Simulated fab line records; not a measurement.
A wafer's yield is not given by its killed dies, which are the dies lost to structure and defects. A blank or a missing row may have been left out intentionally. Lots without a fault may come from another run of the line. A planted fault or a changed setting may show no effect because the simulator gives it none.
Split-lot study    flow berkeley-cmos170    23 wafers read from 5 lots, route of 331 steps

THE SPLIT
At UCB170_NWELL_OXIDATION_01 (target thk 26.4 nm, ox time 1260 s), the setting ox-time-s was moved away from the recipe's 1260 s on 20 of the 23 wafers read, by -12.5% to +9.3%. This setting was run at the recipe's value on the other wafers.

The file shows no step between the split and the reading.

THE READING
At UCB170_NWELL_THK_MEAS_02: NWELL_OXIDE_THK, given in nm. A value of 26.8 nm with a standard deviation of 0.54 nm is what fault-free wafers of this fab line usually give.

wafer   tool, chamber at the split  ox-time-s as run, s  against the recipe  NWELL_OXIDE_THK, nm  against lot-mates on the recipe
L079.1  -, -                        1377                 +9.3%               28.0                 no lot-mate on the recipe
L079.2  -, -                        1377                 +9.3%               28.1                 no lot-mate on the recipe
L079.4  -, -                        1377                 +9.3%               28.0                 no lot-mate on the recipe
L079.5  -, -                        1377                 +9.3%               28.5                 no lot-mate on the recipe
L079.6  -, -                        1377                 +9.3%               28.5                 no lot-mate on the recipe
L080.1  -, -                        1172                 -7.0%               25.8                 no lot-mate on the recipe
L080.2  -, -                        1172                 -7.0%               25.8                 no lot-mate on the recipe
L080.3  -, -                        1172                 -7.0%               25.4                 no lot-mate on the recipe
L080.5  -, -                        1172                 -7.0%               25.8                 no lot-mate on the recipe
L080.6  -, -                        1172                 -7.0%               25.7                 no lot-mate on the recipe
L081.2  -, -                        1173                 -6.9%               24.6                 no lot-mate on the recipe
L081.3  -, -                        1173                 -6.9%               24.4                 no lot-mate on the recipe
L081.4  -, -                        1173                 -6.9%               24.8                 no lot-mate on the recipe
L081.5  -, -                        1173                 -6.9%               24.7                 no lot-mate on the recipe
L081.6  -, -                        1173                 -6.9%               24.9                 no lot-mate on the recipe
L083.3  furnace-04, 0               1260                 recipe              26.8                 -
L083.5  furnace-04, 0               1260                 recipe              26.3                 -
L083.6  furnace-04, 0               1260                 recipe              26.9                 -
L085.2  -, -                        1102                 -12.5%              24.8                 no lot-mate on the recipe
L085.3  -, -                        1102                 -12.5%              24.4                 no lot-mate on the recipe
L085.4  -, -                        1102                 -12.5%              24.5                 no lot-mate on the recipe
L085.5  -, -                        1102                 -12.5%              24.5                 no lot-mate on the recipe
L085.6  -, -                        1102                 -12.5%              24.4                 no lot-mate on the recipe

FIT RESULTS
A straight line over all 23 wafers: NWELL_OXIDE_THK changes by +0.176 nm for each +1% of ox-time-s; r = +0.96; the points scatter about the line by 0.43 nm.
Too few moved wafers have a lot-mate on the recipe to fit a line with each lot's own level taken away.

THE WHOLE CHAIN: every reading that the file lists as answering this split, in the file's order
step                       what it does                        reading                                                                             change (the file's fit)                r (the file's)
UCB170_NWELL_OXIDATION_01  target thk 26.4 nm, ox time 1260 s  SiO2_of_NWELL_OXIDATION_01.thk-nm (the simulator's own value, which no gauge read)  +0.177 nm for each +1% of the setting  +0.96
UCB170_NWELL_THK_MEAS_02                                       NWELL_OXIDE_THK                                                                     +0.177 for each +1% of the setting     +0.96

FILE'S OWN FIT
NWELL_OXIDE_THK changes by +0.177 nm for each +1% of ox-time-s, r = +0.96.
